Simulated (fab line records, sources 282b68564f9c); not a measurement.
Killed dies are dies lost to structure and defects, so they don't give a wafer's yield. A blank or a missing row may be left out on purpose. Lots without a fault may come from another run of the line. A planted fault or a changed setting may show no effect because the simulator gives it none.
fab line records | flow rit_cmos
record lots=15 wafers=45 last_day=7
route steps=202 shown PRETRO@72 M1@202
lots that met no fault: from a run of the same line without faults
start_h: hours from the record's first day to the start of the lot's first wafer shown | wait_h: hours since the lot's step before | " the same as in the row above | L1.1+2: a row that stands for several wafers | - no value, or no start given | * or withheld: withheld | < > ~ a bound
route shown NAME@n: a module of which the file shows steps, and the number in the route of the first | usual: mean/standard deviation of fault-free wafers | same: alike in all rows | chamber/n: place in a boat | sites: the reading at each site | _std_site: their standard deviation | _edge_site: outer sites' mean less inner sites' | radius_mm: how far each site lies from the wafer's centre | mask NAME#n: copy n | behind: the tool/chamber that last shaped the wafer | hold: why the lot was held/for how many hours/how that ended | device: the transistor (n, p or np) that didn't switch | end of line: the same wafers' tests at the end of the route | a step without rows: its recipe alone | killed: dies lost to structure and defects at the first sort, not the wafer's yield | map: a wafer's dies, x killed, . not, _ none there
set.NAME: the setting as run; set.NAME@STEP: as run at that earlier step | model.NAME: the simulator's own value behind a step, which no gauge read
steps of the route over a sample of lots; a table a step, a row a wafer
services: from which hour (start_h, from the record's first day; less than 0 if before it) a tool's chamber was out of use, for how many hours, and why
## steps
# step RIT_PRETRO_IMPLANT_08
# recipe species=B energy_kev=45 dose_cm2=1.2e+13 tilt_deg=7
# usual dose_ions_cm2=1.2e+13/1.2e+10 faraday_current_uA=38.0/0.74
# columns lot.wafer tool chamber start_h wait_h dose_ions_cm2 faraday_current_uA
L735.1 implanter-01 0 33.77 0.2 1.1982e+13 38.9
L735.4 " 0 " " 1.2001e+13 38.3
L735.6 " 0 " " 1.1995e+13 37.8
L736.2 implanter-01 0 38.75 0.2 1.1978e+13 38.5
L736.4 " 0 " " 1.2016e+13 37.9
L736.6 " 0 " " 1.2004e+13 38.2
L737.1 implanter-02 0 46.40 0.2 1.1983e+13 37.1
L737.3 " 0 " " 1.1988e+13 37.9
L737.4 " 0 " " 1.2006e+13 38.2
L739.3 implanter-02 0 52.75 0.2 1.1996e+13 37.4
L739.4 " 0 " " 1.1989e+13 38.0
L739.6 " 0 " " 1.2017e+13 38.3
L740.3 implanter-01 0 59.13 0.2 1.1998e+13 37.3
L740.4 " 0 " " 1.2031e+13 37.1
L740.6 " 0 " " 1.2006e+13 36.1
L742.3 implanter-02 0 66.96 0.2 1.1999e+13 38.4
L742.4 " 0 " " 1.2007e+13 37.6
L742.5 " 0 " " 1.2003e+13 37.6
L743.2 implanter-02 0 74.06 0.2 1.2011e+13 38.1
L743.3 " 0 " " 1.2013e+13 38.1
L743.4 " 0 " " 1.1972e+13 37.4
L745.1 implanter-03 0 87.92 0.2 1.2012e+13 37.0
L745.2 " 0 " " 1.2021e+13 37.8
L745.4 " 0 " " 1.2009e+13 38.4
L748.1 implanter-01 0 101.08 0.2 1.1994e+13 37.5
L748.3 " 0 " " 1.2011e+13 38.0
L748.5 " 0 " " 1.2003e+13 37.3
L749.2 implanter-01 0 105.73 0.2 1.1977e+13 37.9
L749.4 " 0 " " 1.1959e+13 37.8
L749.6 " 0 " " 1.1996e+13 36.6
L750.1 implanter-02 0 107.43 0.2 1.2015e+13 38.6
L750.2 " 0 " " 1.2011e+13 37.9
L750.4 " 0 " " 1.2e+13 37.7
L752.2 implanter-02 0 118.54 0.2 1.2002e+13 38.5
L752.3 " 0 " " 1.2017e+13 37.5
L752.6 " 0 " " 1.2007e+13 38.7
L754.3 implanter-02 0 127.86 0.2 8.731e+12 27.1
L754.4 " 0 " " 8.754e+12 27.0
L754.6 " 0 " " 8.746e+12 27.6
L755.1 implanter-02 0 133.18 0.2 8.742e+12 27.7
L755.2 " 0 " " 8.763e+12 27.2
L755.4 " 0 " " 8.74e+12 27.8
L756.1 implanter-02 0 137.92 0.2 8.73e+12 27.1
L756.5 " 0 " " 8.74e+12 28.1
L756.6 " 0 " " 8.75e+12 27.3
# step RIT_PRETRO_TW_MEAS_10
# usual PRETRO_TW=471/5.8
# columns lot.wafer tool chamber start_h wait_h PRETRO_TW
L735.1 film_metro-04 - 34.09 0.1 476
L735.4 " - " " 474
L735.6 " - " " 473
L736.2 film_metro-01 - 39.06 0.1 479
L736.4 " - " " 478
L736.6 " - " " 477
L737.1 film_metro-01 - 46.72 0.1 476
L737.3 " - " " 479
L737.4 " - " " 475
L739.3 film_metro-04 - 53.05 0.1 478
L739.4 " - " " 473
L739.6 " - " " 478
L740.3 film_metro-01 - 59.42 0.1 476
L740.4 " - " " 474
L740.6 " - " " 477
L742.3 film_metro-04 - 67.26 0.1 474
L742.4 " - " " 475
L742.5 " - " " 475
L743.2 film_metro-01 - 74.37 0.1 472
L743.3 " - " " 475
L743.4 " - " " 473
L745.1 film_metro-03 - 88.24 0.1 459
L745.2 " - " " 461
L745.4 " - " " 462
L748.1 film_metro-03 - 101.40 0.1 463
L748.3 " - " " 465
L748.5 " - " " 464
L749.2 film_metro-03 - 106.04 0.1 461
L749.4 " - " " 462
L749.6 " - " " 463
L750.1 film_metro-03 - 107.76 0.1 463
L750.2 " - " " 463
L750.4 " - " " 462
L752.2 film_metro-04 - 118.85 0.1 473
L752.3 " - " " 475
L752.6 " - " " 476
L754.3 film_metro-04 - 128.15 0.1 432
L754.4 " - " " 430
L754.6 " - " " 429
L755.1 film_metro-01 - 133.50 0.1 430
L755.2 " - " " 432
L755.4 " - " " 432
L756.1 film_metro-03 - 138.37 0.1 423
L756.5 " - " " 425
L756.6 " - " " 422
# step RIT_M1_PROBE_99
# usual killed_at_M0_to_M3=0.0/0.12 killed_at_contacts=0.1/0.34 killed_at_front_end=7.0/2.9 killed_dies=7.2/2.9 killed_open=3.6/1.9 killed_short=3.5/2.1
# same gross_dies=264 killed_at_M4_up=0 killed_at_back_side=0 killed_at_other=0
# columns lot.wafer tool chamber start_h wait_h killed_at_M0_to_M3 killed_at_contacts killed_at_front_end killed_dies killed_open killed_short
L742.3 prober-02 - 95.48 0.2 0 0 9 9 4 5
L742.4 prober-02 - 95.53 0.2 0 0 3 3 3 0
L742.5 prober-02 - 95.58 0.2 0 0 6 6 4 2
L743.2 prober-01 - 103.70 0.1 0 0 7 7 4 3
L743.3 prober-01 - 103.75 0.2 0 0 10 10 7 3
L743.4 prober-01 - 103.80 0.2 0 0 6 6 3 3
L750.1 prober-02 - 134.22 0.1 0 0 7 7 3 4
L750.2 prober-02 - 134.27 0.1 0 0 5 5 5 0
L750.4 prober-02 - 134.37 0.2 0 0 7 7 2 5
# killed by level:class
L742.3 GATE:geometric_particle:open=2 GATE:geometric_particle:short=2 FOX2:geometric_particle:short=1 FOX2:geometric_particle:open=1 SPACER:geometric_particle:open=1 SPACER:geometric_particle:short=1 SILICIDE:geometric_particle:short=1
L742.4 GATE:geometric_particle:open=2 SPACER:geometric_particle:open=1
L742.5 GATE:geometric_particle:open=2 REOX:geometric_particle:open=2 GATE:geometric_particle:short=1 SPACER:geometric_particle:short=1
L743.2 GATE:geometric_particle:open=4 FOX1:geometric_particle:short=2 SILICIDE:geometric_particle:short=1
L743.3 FOX1:geometric_particle:open=2 FOX1:geometric_particle:short=2 GATE:geometric_particle:open=2 SILICIDE:geometric_particle:open=2 REOX:geometric_particle:open=1 SILICIDE:geometric_particle:short=1
L743.4 SPACER:geometric_particle:open=3 SILICIDE:geometric_particle:short=2 SPACER:geometric_particle:short=1
L750.1 GATE:geometric_particle:open=2 GATE:geometric_particle:short=1 REOX:geometric_particle:short=1 REOX:geometric_particle:open=1 SPACER:geometric_particle:short=1 SILICIDE:geometric_particle:short=1
L750.2 GATE:geometric_particle:open=2 SILICIDE:geometric_particle:open=2 SPACER:geometric_particle:open=1
L750.4 GATE:geometric_particle:short=2 SILICIDE:geometric_particle:short=2 FOX1:geometric_particle:short=1 REOX:geometric_particle:open=1 SILICIDE:geometric_particle:open=1
## services
# columns tool chamber start_h hours kind
implanter-02 - 15.86 2.6 repair
implanter-03 - 16.32 6.1 repair
implanter-02 - 59.75 6.0 repair
implanter-02 - 76.95 4.1 repair
implanter-01 - 107.89 7.4 repair
implanter-01 - 125.41 3.2 pm
implanter-03 - 128.68 3.1 repair
## key
first_sign step=RIT_PRETRO_IMPLANT_08 reading=dose_ions_cm2 direction=down sigmas=99+ usual=1.2e+13 struck=8.744e+12
effect step=RIT_PRETRO_IMPLANT_08 reading=faraday_current_uA direction=down sigmas=14 usual=38.0 struck=27.4
effect step=RIT_PRETRO_TW_MEAS_10 reading=PRETRO_TW direction=down sigmas=7.3 usual=471 struck=428
met_at RIT_PRETRO_IMPLANT_08
struck_lots L754,L755,L756
tester_left_out L754,L755,L756
onset_between 118.54 127.86
fault kind=process_parameter_drift tool=implanter-02 chamber=- onset_h=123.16 steps=RIT_PRETRO_IMPLANT_08 channel=dose_cm2 offset=-3.2543e+12 shape=step end_h=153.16 acts_in=these_recipes_only stated=1.2e+13
# tester_left_out: of these lots the tester's yield and bins aren't shown, on N5 and GAA mostly nor the transistor test; their killed dies are dies lost to structure and defects alone, not to doping, threshold or leakage, so they don't give the yield
